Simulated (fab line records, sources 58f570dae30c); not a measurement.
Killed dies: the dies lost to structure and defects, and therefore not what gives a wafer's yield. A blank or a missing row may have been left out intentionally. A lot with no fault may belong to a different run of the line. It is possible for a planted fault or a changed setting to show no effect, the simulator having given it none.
Which of the tools did it? / flow berkeley_cmos170 / Sampling: 14 lots, 38 wafers, 6 of 331 route steps

## WHAT EACH GAUGE READ, for each wafer
UCB170_FIELD_THK_MEAS_02. Usual: FIELD_OXIDE_THK typically reads 559 nm, with standard deviation 10.
lot=L912; measured=day 5 14:34; on=film_metro-01; FIELD_OXIDE_THK (nm)=558 568 559; flag=
lot=L913; measured=day 5 14:35; on=film_metro-03; FIELD_OXIDE_THK (nm)=547 540 537; flag=
lot=L914; measured=day 5 17:48; on=film_metro-01; FIELD_OXIDE_THK (nm)=555 552 558; flag=
lot=L915; measured=day 5 17:48; on=film_metro-04; FIELD_OXIDE_THK (nm)=562 561 563; flag=
lot=L916; measured=day 6 02:29; on=film_metro-03; FIELD_OXIDE_THK (nm)=560 565 565; flag=
lot=L917; measured=day 6 02:29; on=film_metro-04; FIELD_OXIDE_THK (nm)=558 564 558; flag=
lot=L920; measured=day 6 15:43; on=film_metro-03; FIELD_OXIDE_THK (nm)=570 563 568; flag=
lot=L919; measured=day 6 15:43; on=film_metro-04; FIELD_OXIDE_THK (nm)=580 578 573; flag=
lot=L922; measured=day 6 21:02; on=film_metro-03; FIELD_OXIDE_THK (nm)=538; flag=
lot=L927; measured=day 7 06:47; on=film_metro-04; FIELD_OXIDE_THK (nm)=557; flag=
lot=L923; measured=day 7 15:28; on=film_metro-04; FIELD_OXIDE_THK (nm)=564 569 563; flag=
lot=L928; measured=day 7 15:28; on=film_metro-03; FIELD_OXIDE_THK (nm)=571 563 570; flag=
lot=L931; measured=day 8 07:13; on=film_metro-03; FIELD_OXIDE_THK (nm)=568 557 572; flag=
lot=L932; measured=day 8 17:09; on=film_metro-03; FIELD_OXIDE_THK (nm)=545 550 541; flag=

UCB170_FIELD_THK_MEAS_90. Usual: FIELD_OXIDE_LEFT_1_THK typically reads 443 nm, with standard deviation 10.
lot=L912; measured=day 5 22:41; on=film_metro-03; FIELD_OXIDE_LEFT_1_THK (nm)=441 452 442; flag=
lot=L913; measured=day 5 22:42; on=film_metro-04; FIELD_OXIDE_LEFT_1_THK (nm)=431 423 420; flag=
lot=L914; measured=day 6 00:26; on=film_metro-03; FIELD_OXIDE_LEFT_1_THK (nm)=437 435 441; flag=
lot=L915; measured=day 6 00:26; on=film_metro-04; FIELD_OXIDE_LEFT_1_THK (nm)=445 444 446; flag=
lot=L916; measured=day 6 08:07; on=film_metro-04; FIELD_OXIDE_LEFT_1_THK (nm)=443 449 448; flag=
lot=L917; measured=day 6 08:07; on=film_metro-03; FIELD_OXIDE_LEFT_1_THK (nm)=443 448 443; flag=
lot=L920; measured=day 7 01:10; on=film_metro-04; FIELD_OXIDE_LEFT_1_THK (nm)=454 446 452; flag=
lot=L919; measured=day 7 01:10; on=film_metro-03; FIELD_OXIDE_LEFT_1_THK (nm)=463 460 453; flag=
lot=L922; measured=day 7 03:58; on=film_metro-03; FIELD_OXIDE_LEFT_1_THK (nm)=420; flag=
lot=L927; measured=day 7 18:54; on=film_metro-04; FIELD_OXIDE_LEFT_1_THK (nm)=440; flag=
lot=L923; measured=day 7 23:03; on=film_metro-03; FIELD_OXIDE_LEFT_1_THK (nm)=447 451 446; flag=
lot=L928; measured=day 7 23:03; on=film_metro-04; FIELD_OXIDE_LEFT_1_THK (nm)=455 446 453; flag=
lot=L931; measured=day 8 17:50; on=film_metro-03; FIELD_OXIDE_LEFT_1_THK (nm)=453 441 457; flag=
lot=L932; measured=day 9 05:10; on=film_metro-01; FIELD_OXIDE_LEFT_1_THK (nm)=427 435 425; flag=

UCB170_SILICIDE_RS_MEAS_02: the measuring method here is four-point-probe. Usual: SILICIDE_TI_RS typically reads 25.9 ohm/sq, with standard deviation 0.37.
lot=L912; measured=day 7 23:06; on=film_metro-01; SILICIDE_TI_RS (ohm/sq)=25.7 25.6 25.9; flag=
lot=L913; measured=day 7 22:39; on=film_metro-03; SILICIDE_TI_RS (ohm/sq)=25.9 26.2 26.1; flag=
lot=L914; measured=day 7 21:26; on=film_metro-03; SILICIDE_TI_RS (ohm/sq)=26.2 25.6 25.6; flag=
lot=L915; measured=day 7 22:16; on=film_metro-01; SILICIDE_TI_RS (ohm/sq)=26.0 26.6 26.7; flag=
lot=L916; measured=day 8 05:41; on=film_metro-01; SILICIDE_TI_RS (ohm/sq)=25.7 25.7 25.5; flag=
lot=L917; measured=day 8 05:41; on=film_metro-04; SILICIDE_TI_RS (ohm/sq)=26.6 26.7 26.2; flag=
lot=L920; measured=day 9 11:46; on=film_metro-03; SILICIDE_TI_RS (ohm/sq)=26.0 26.2 26.3; flag=
lot=L919; measured=day 9 11:44; on=film_metro-01; SILICIDE_TI_RS (ohm/sq)=26.0 26.1 26.1; flag=
lot=L922; measured=day 9 12:50; on=film_metro-03; SILICIDE_TI_RS (ohm/sq)=27.8 28.0; flag=OFF
lot=L927; measured=day 10 01:35; on=film_metro-01; SILICIDE_TI_RS (ohm/sq)=27.4 27.7; flag=OFF
lot=L923; measured=day 10 07:27; on=film_metro-03; SILICIDE_TI_RS (ohm/sq)=25.6 25.7 25.8; flag=
lot=L928; measured=day 10 08:32; on=film_metro-01; SILICIDE_TI_RS (ohm/sq)=25.5 25.8 26.0; flag=
lot=L931; measured=day 10 18:13; on=film_metro-03; SILICIDE_TI_RS (ohm/sq)=26.1 25.9 25.9; flag=
lot=L932; measured=day 11 09:14; on=film_metro-03; SILICIDE_TI_RS (ohm/sq)=25.8 25.7 25.3; flag=

UCB170_SILICIDE_THK_MEAS_03: measures by xrf. Usual: SILICIDE_TI_THK typically reads 30.6 nm, with standard deviation 0.43.
lot=L912; measured=day 7 23:13; on=film_metro-01; SILICIDE_TI_THK (nm)=31.3 31.5 31.1; flag=
lot=L913; measured=day 7 22:45; on=film_metro-03; SILICIDE_TI_THK (nm)=30.5 30.2 30.3; flag=
lot=L914; measured=day 7 21:33; on=film_metro-03; SILICIDE_TI_THK (nm)=30.1 30.7 30.9; flag=
lot=L915; measured=day 7 22:23; on=film_metro-01; SILICIDE_TI_THK (nm)=31.1 30.5 30.4; flag=
lot=L916; measured=day 8 05:48; on=film_metro-01; SILICIDE_TI_THK (nm)=31.2 31.2 31.3; flag=
lot=L917; measured=day 8 05:48; on=film_metro-04; SILICIDE_TI_THK (nm)=30.2 29.9 30.3; flag=
lot=L920; measured=day 9 11:53; on=film_metro-03; SILICIDE_TI_THK (nm)=30.5 30.3 30.2; flag=
lot=L919; measured=day 9 11:51; on=film_metro-01; SILICIDE_TI_THK (nm)=31.1 30.6 30.6; flag=
lot=L922; measured=day 9 18:40; on=film_metro-03; SILICIDE_TI_THK (nm)=28.7 28.8; flag=OFF
lot=L927; measured=day 10 04:09; on=film_metro-01; SILICIDE_TI_THK (nm)=29.6; flag=
lot=L923; measured=day 10 07:34; on=film_metro-03; SILICIDE_TI_THK (nm)=30.8 30.7 30.5; flag=
lot=L928; measured=day 10 08:39; on=film_metro-01; SILICIDE_TI_THK (nm)=31.5 31.2 30.9; flag=
lot=L931; measured=day 10 18:20; on=film_metro-03; SILICIDE_TI_THK (nm)=30.2 30.4 30.5; flag=
lot=L932; measured=day 11 09:21; on=film_metro-03; SILICIDE_TI_THK (nm)=30.8 30.7 31.0; flag=

UCB170_V1_THK_MEAS_04. Usual: V1_POLISHED_THK typically reads 999.6 nm, with standard deviation 1.2.
lot=L912; measured=day 8 22:32; on=film_metro-02; V1_POLISHED_THK (nm)=1000.8 1000.7 1001.6; flag=
lot=L913; measured=day 8 16:26; on=film_metro-02; V1_POLISHED_THK (nm)=998.8 998.7 1000.5; flag=
lot=L914; measured=day 8 15:49; on=film_metro-01; V1_POLISHED_THK (nm)=998.1 999.8 998.1; flag=
lot=L915; measured=day 8 16:25; on=film_metro-01; V1_POLISHED_THK (nm)=999.8 1000.3 1001.5; flag=
lot=L916; measured=day 8 22:50; on=film_metro-01; V1_POLISHED_THK (nm)=1002.4 1000.6 1000.1; flag=
lot=L917; measured=day 8 22:35; on=film_metro-03; V1_POLISHED_THK (nm)=1001.9 999.5 1001.0; flag=
lot=L920; measured=day 10 02:12; on=film_metro-02; V1_POLISHED_THK (nm)=1000.7 1000.4 1000.9; flag=
lot=L919; measured=day 10 02:31; on=film_metro-02; V1_POLISHED_THK (nm)=1001.4 1000.9 998.8; flag=
lot=L927; measured=day 10 14:58; on=film_metro-01; V1_POLISHED_THK (nm)=998.8; flag=
lot=L923; measured=day 10 20:46; on=film_metro-02; V1_POLISHED_THK (nm)=998.9 1000.0 1000.3; flag=
lot=L928; measured=day 11 00:56; on=film_metro-02; V1_POLISHED_THK (nm)=999.2 999.3 998.1; flag=
lot=L931; measured=day 11 08:38; on=film_metro-02; V1_POLISHED_THK (nm)=1000.3 999.9 1002.6; flag=
lot=L932; measured=day 11 20:42; on=film_metro-01; V1_POLISHED_THK (nm)=999.5 1001.4 1000.0; flag=

## WHAT TOOL EACH LOT RAN ON (gives the tool, then ch and the chambers of the sampled wafers, and finally the start)
lot=L912; UCB170_SILICIDE_SPUTTER_01=pvd_sputter-03, day 7 23:04
lot=L913; UCB170_SILICIDE_SPUTTER_01=pvd_sputter-02, day 7 22:35
lot=L914; UCB170_SILICIDE_SPUTTER_01=pvd_sputter-02, day 7 21:24
lot=L915; UCB170_SILICIDE_SPUTTER_01=pvd_sputter-04, day 7 22:14
lot=L916; UCB170_SILICIDE_SPUTTER_01=pvd_sputter-03, day 8 05:39
lot=L917; UCB170_SILICIDE_SPUTTER_01=pvd_sputter-02, day 8 05:39
lot=L920; UCB170_SILICIDE_SPUTTER_01=pvd_sputter-03, day 9 11:41
lot=L919; UCB170_SILICIDE_SPUTTER_01=pvd_sputter-02, day 9 11:41
lot=L922; UCB170_SILICIDE_SPUTTER_01=pvd_sputter-03, day 9 12:43
lot=L927; UCB170_SILICIDE_SPUTTER_01=pvd_sputter-03, day 10 01:34
lot=L923; UCB170_SILICIDE_SPUTTER_01=pvd_sputter-02, day 10 07:23
lot=L928; UCB170_SILICIDE_SPUTTER_01=pvd_sputter-04, day 10 08:29
lot=L931; UCB170_SILICIDE_SPUTTER_01=pvd_sputter-04, day 10 18:11
lot=L932; UCB170_SILICIDE_SPUTTER_01=pvd_sputter-04, day 11 09:11
- UCB170_SILICIDE_SPUTTER_01: material Ti, target thk 30 nm, time 25 s.

## AS READ BY THE TOOLS THEMSELVES (means over the sampled wafers that have a number; for cases with no such wafer, the mark the record gives instead)
UCB170_SILICIDE_SPUTTER_01. Usual: 30.1 % for throttle_valve_pct, sd 0.89.
lot=L912; tool=pvd_sputter-03; throttle_valve_pct (%)=30.4; flag=
lot=L913; tool=pvd_sputter-02; throttle_valve_pct (%)=29.5; flag=
lot=L914; tool=pvd_sputter-02; throttle_valve_pct (%)=29.9; flag=
lot=L915; tool=pvd_sputter-04; throttle_valve_pct (%)=30.6; flag=
lot=L916; tool=pvd_sputter-03; throttle_valve_pct (%)=30.7; flag=
lot=L917; tool=pvd_sputter-02; throttle_valve_pct (%)=29.9; flag=
lot=L920; tool=pvd_sputter-03; throttle_valve_pct (%)=29.8; flag=
lot=L919; tool=pvd_sputter-02; throttle_valve_pct (%)=29.2; flag=
lot=L922; tool=pvd_sputter-03; throttle_valve_pct (%)=29.9; flag=
lot=L927; tool=pvd_sputter-03; throttle_valve_pct (%)=29.9; flag=
lot=L923; tool=pvd_sputter-02; throttle_valve_pct (%)=30.1; flag=
lot=L928; tool=pvd_sputter-04; throttle_valve_pct (%)=30.7; flag=
lot=L931; tool=pvd_sputter-04; throttle_valve_pct (%)=30.3; flag=
lot=L932; tool=pvd_sputter-04; throttle_valve_pct (%)=30.1; flag=

## THE ANSWER, worked out from the rows above alone
Rule: take the mean of a lot's wafers that have a number; if it is more than 3 standard deviations from the usual mean, the lot is off. A lot without any number at a reading at which 4 lots or more have one is off too. All remaining lots with rows at the step are treated as sound. After the gauges, taken in route order, come the tools' own readings; for these a lot's mean is taken, as printed above. The first step at which some lot is off is used, and at that step the reading that is off furthest; a lot without a number counts as furthest.
Off: L922, L927, at UCB170_SILICIDE_RS_MEAS_02 (SILICIDE_TI_RS).
A tool fits if, at a process step before that reading, it ran every lot that is off, and no sound lot after the first of them. Gauges at UCB170_SILICIDE_RS_MEAS_02: tried the same way as those tools. One fits: UCB170_SILICIDE_SPUTTER_01 on pvd_sputter-03. A fault onset in the window from L920 (day 9 11:41, its last sound lot) to L922 (day 9 12:43, its first lot off) fits.

## WHAT THE SIMULATOR PUT IN
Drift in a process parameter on pvd_sputter-03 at UCB170_SILICIDE_SPUTTER_01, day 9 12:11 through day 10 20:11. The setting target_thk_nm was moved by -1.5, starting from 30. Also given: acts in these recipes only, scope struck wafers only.
Struck lots among those shown: L922, L927. The rule above found the same.
